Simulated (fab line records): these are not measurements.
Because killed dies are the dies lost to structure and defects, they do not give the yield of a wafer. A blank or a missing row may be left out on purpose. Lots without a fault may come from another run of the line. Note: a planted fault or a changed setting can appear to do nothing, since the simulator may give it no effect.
Struck lot and sound lot, side by side || flow rit_cmos || 17 out of 202 route steps
Sound: wafers L852.2, L852.4, L852.5. Wafers L862.2, L862.5, L862.6 were the ones struck. The cause comes at the end.
Per side, at each step with rows, come the tool, then ch with its chambers, and then its first start. Under that, the readings that differ: sound wafers || struck wafers || difference of the means || sigmas: that difference in standard deviations of wafers without a fault.
alike: readings whose means differ by less than 2 such deviations, and words and numbers that are the same on both sides. not compared: withheld readings, readings that some wafer has no value for, bounds like >300 that may hide the same value, and numbers for which the record gives no deviation and whose values overlap.
A row with sigmas, a row that says differs or no value, or rows on one side alone: a step with any of these is where the two part. Numbers that don't overlap but have no deviation are shown without sigmas and don't part them. A reading that every wafer of one side lacks parts them only if that side has two wafers or more.

first, 1 step without rows for these wafers: RIT_PSD_IMPLANT_08.
RIT_PSD_STRIP_09: strips in O2, time 180 s.
  sound on plasma_asher-02 ch 0,1, day 3 13:20; struck on plasma_asher-04 ch 0,1, day 5 12:17
  alike: drypump_motor_current_A
  not compared: rf_hours_counter_h
RIT_PSD_TW_MEAS_10:
  sound on film_metro-01 at day 3 13:31; struck on film_metro-02 at day 5 12:28
  alike: PSD_TW
then, 3 steps without rows for these wafers: RIT_SDANNEAL_CLEAN_00 (cleans in SC1, time 600 s); RIT_SDANNEAL_CLEAN_01 (cleans in dHF, time 30 s); RIT_SDANNEAL_CLEAN_02 (cleans in SC2, time 600 s).
RIT_SDANNEAL_RTA_03: time 5 s.
  sound on rtp_anneal-01 ch 0, day 3 13:57; struck on rtp_anneal-01 ch 0, day 5 12:53
  alike: wafer_temp_C_max
RIT_SDANNEAL_RS_MEAS_04: the measuring method here is four-point-probe.
  sound on film_metro-01 at day 3 14:01; struck on film_metro-04 at day 5 12:58
  alike: PSD_RS
RIT_SDANNEAL_RS_MEAS_05: the measuring method here is four-point-probe.
  sound on film_metro-01 at day 3 14:08; struck on film_metro-04 at day 5 13:05
  alike: NSD_RS
RIT_SDANNEAL_RS_MEAS_06: the measuring method here is four-point-probe.
  sound on film_metro-01 at day 3 14:16; struck on film_metro-04 at day 5 13:12
  alike: PLDD_RS
RIT_SDANNEAL_RS_MEAS_07: the measuring method here is four-point-probe.
  sound on film_metro-01 at day 3 14:23; struck on film_metro-04 at day 5 13:19
  alike: NLDD_RS
then, 1 step without rows for these wafers: RIT_SILICIDE_WET_ETCH_00 (etches SiO2 in BOE, target depth 14 nm, time 15.33 s).
RIT_SILICIDE_SPUTTER_01: material Ti, target thk 30 nm, time 240 s.
  sound on pvd_sputter-01 at day 3 14:29; struck on pvd_sputter-04 at day 5 13:26
{"reading": "model.Ti_of_SILICIDE_SPUTTER_01.thk_nm (nm)", "sound": "30.05 30.19 30.03", "struck": "34.27 33.93 34.3", "difference": "+4.08", "sigmas": ""}
  alike: throttle_valve_pct
RIT_SILICIDE_RS_MEAS_02: the measuring method here is four-point-probe.
  sound on film_metro-03 at day 3 14:40; struck on film_metro-03 at day 5 13:37
{"reading": "SILICIDE_TI_RS (ohm/sq)", "sound": "47.8 47.6 47.8", "struck": "40.6 41.1 40.5", "difference": -7.0, "sigmas": -10}
RIT_SILICIDE_THK_MEAS_03: measures by xrf.
  sound on film_metro-03 at day 3 14:46; struck on film_metro-03 at day 5 13:43
{"reading": "SILICIDE_TI_THK (nm)", "sound": "30.0 30.1 30.0", "struck": "34.2 33.8 34.1", "difference": "+4.0", "sigmas": "+11"}
RIT_SILICIDE_RTA_04: time 10 s, ramp up 5 s, ramp down 5 s.
  sound on rtp_anneal-02 ch 0, day 3 14:50; struck on rtp_anneal-02 ch 0, day 5 13:47
  alike: wafer_temp_C_max
RIT_M1_PROBE_99:
  sound on prober-02 at day 3 23:09; struck on prober-01 at day 5 20:45
{"reading": "model.etest.npoly_line.line_ohm_um", "sound": "167.2 169.3 167.4", "struck": "158 157 155.4", "difference": -11, "sigmas": ""}
{"reading": "model.etest.ppoly_line.line_ohm_um", "sound": "159.2 164.3 161.7", "struck": "151.9 154.2 152.2", "difference": -9.0, "sigmas": ""}
{"reading": "model.etest.contact_pplus.end_ohm_um", "sound": "44.33 45.76 45.84", "struck": "52.6 50.63 50.69", "difference": "+6.0", "sigmas": ""}
{"reading": "model.etest.contact_nplus.end_ohm_um", "sound": "39.44 40.82 40.02", "struck": "48.63 48.24 48.54", "difference": "+8.38", "sigmas": ""}
{"reading": "model.etest.npoly_line.rs_ohm_sq", "sound": "16.94 16.96 16.93", "struck": "15.35 15.47 15.39", "difference": -1.54, "sigmas": ""}
{"reading": "model.etest.ppoly_line.rs_ohm_sq", "sound": "16.34 16.34 16.4", "struck": "14.98 15.19 14.93", "difference": -1.33, "sigmas": ""}
{"reading": "model.etest.npoly_sal.rs_ohm_sq", "sound": "4.325 4.37 4.337", "struck": "3.897 3.937 3.846", "difference": -0.451, "sigmas": ""}
{"reading": "model.etest.ppoly_sal.rs_ohm_sq", "sound": "4.335 4.332 4.327", "struck": "3.839 3.894 3.866", "difference": -0.465, "sigmas": ""}
  alike: killed_at_contacts, killed_at_front_end, killed_dies, killed_open, killed_short

== WHERE THEY PART ==
First at RIT_SILICIDE_RS_MEAS_02; last, within this record, at RIT_SILICIDE_THK_MEAS_03. Later steps at which nothing parts them and some readings are alike: RIT_SILICIDE_RTA_04, RIT_M1_PROBE_99.

WHY: what the simulator had put in
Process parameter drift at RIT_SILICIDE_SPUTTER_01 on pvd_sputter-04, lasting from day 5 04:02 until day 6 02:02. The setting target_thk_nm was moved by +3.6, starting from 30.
